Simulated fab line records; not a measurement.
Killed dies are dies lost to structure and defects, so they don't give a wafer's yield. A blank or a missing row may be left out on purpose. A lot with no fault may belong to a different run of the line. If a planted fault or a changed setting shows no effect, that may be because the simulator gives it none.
A struck lot beside a sound one | flow berkeleyCmos170 | 16 steps out of a route of 331
Sound: the wafers L114.1, L114.2, L114.3. Struck: wafers L131.1, L131.3, L131.6. At the end, the cause is stated.
At each step with rows: each side's tool, then ch and its chambers, then its first start. Under that, the readings that differ: sound wafers | struck wafers | difference of the means | sigmas: that difference in standard deviations of wafers without a fault.
alike: readings with means less than 2 such deviations apart, plus words and numbers identical on both sides. not compared: withheld readings, readings lacking a value on some wafer, bounds such as >300 that could conceal the same value, and numbers that have no deviation in the record and whose values overlap.
Wherever a step has rows on one side only, a row that says differs or no value, or a row with sigmas, the two part there. When numbers do not overlap yet have no deviation, they are printed without sigmas and do not part them. Lack of a reading on every wafer of one side parts them only where that side has two or more wafers.

UCB170_M1_SPUTTER_00: material Al, target thk 600 nm, time 80 s.
  sound on pvdSputter-02 at day 8 11:37; struck on pvdSputter-01 at day 11 12:37
  alike: throttleValvePct
UCB170_M1_RS_MEAS_01: the measuring method here is four-point-probe.
  sound on filmMetro-01 at day 8 11:40; struck on filmMetro-01 at day 11 12:40
  alike: M1_AL_RS
UCB170_M1_THK_MEAS_02: measures by xrf.
  sound on filmMetro-01 at day 8 11:47; struck on filmMetro-01 at day 11 12:47
  alike: M1_AL_THK
then, 6 steps without rows for these wafers: UCB170_M1_COAT_03; UCB170_M1_COAT_04 (resist thk 900 nm); UCB170_M1_SOFTBAKE_05 (time 60 s); UCB170_M1_EXPOSE_06 (exposes mask METAL1, target cd 700 nm); UCB170_M1_PEB_07; UCB170_M1_DEVELOP_08 (develop time 45 s).
UCB170_M1_CD_MEAS_09: target cd 700 nm.
  sound on cdSem-01 at day 8 13:19; struck on cdSem-01 at day 11 13:51
  alike: cdNm
UCB170_M1_OVL_MEAS_10:
  sound on overlay-02 at day 8 13:26; struck on overlay-02 at day 11 13:58
  alike: M1_OVL
UCB170_M1_ETCH_11: etches BARC in N2/H2.
  sound on rieDiel-02 ch 1,2,3, day 8 13:28; struck on rieDiel-02 ch 0,1,2, day 11 14:01
  alike: drypumpMotorCurrentA, oesProductAu, rfFwdPowerW, throttleValvePct
UCB170_M1_METAL_ETCH_12: etches Al in Cl2/BCl3, stops on PSG, target depth 780 nm, time 130 s.
  sound on rieMetal-02 ch 0,1, day 8 13:31; struck on rieMetal-02 ch 0,1, day 11 14:03
reading                            | sound             | struck            | difference | sigmas
oesProductAu (a.u.)                | 0.863 0.870 0.874 | 0.786 0.795 0.795 | -0.077     | -5
rfFwdPowerW (W)                    | 594.4 596.2 598.6 | 356.5 361.3 356.8 | -238.2     | -99 or more
model.KrF_of_M1_COAT_04.thkNm (nm) | 421.7 434.8 432.6 | 603.9 596.8 597.4 | +169.7     | 
model.M1.featureDepthNm (nm)       | 639.7 636.6 642.9 | 502.6 511.5 505.6 | -133.2     | 
model.etch.depthNm (nm)            | 601.6 599.4 605.3 | 502.6 511.5 505.6 | -95.5      | 
  alike: drypumpMotorCurrentA, throttleValvePct
  not compared: rfHoursCounterH
UCB170_M1_STRIP_13: strips in O2.
  sound on plasmaAsher-01 ch 0,1, day 8 13:39; struck on plasmaAsher-03 ch 0,1, day 11 14:11
  alike: drypumpMotorCurrentA, oesProductAu
  not compared: rfHoursCounterH
UCB170_M1_CD_MEAS_90: target cd 700 nm.
  sound on cdSem-01 at day 8 13:45; struck on cdSem-02 at day 11 14:17
reading   | sound             | struck            | difference | sigmas
cdNm (nm) | 701.1 703.8 701.3 | 712.9 712.9 712.1 | +10.6      | +6
then, 1 step without rows for these wafers: UCB170_M1_ANNEAL_14 (time 1200 s).

## WHERE THEY PART
First at UCB170_M1_METAL_ETCH_12; last, within this record, at UCB170_M1_CD_MEAS_90.

WHY: the cause the simulator had injected
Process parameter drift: rieMetal-02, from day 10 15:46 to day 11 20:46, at UCB170_M1_METAL_ETCH_12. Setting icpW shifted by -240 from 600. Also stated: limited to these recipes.
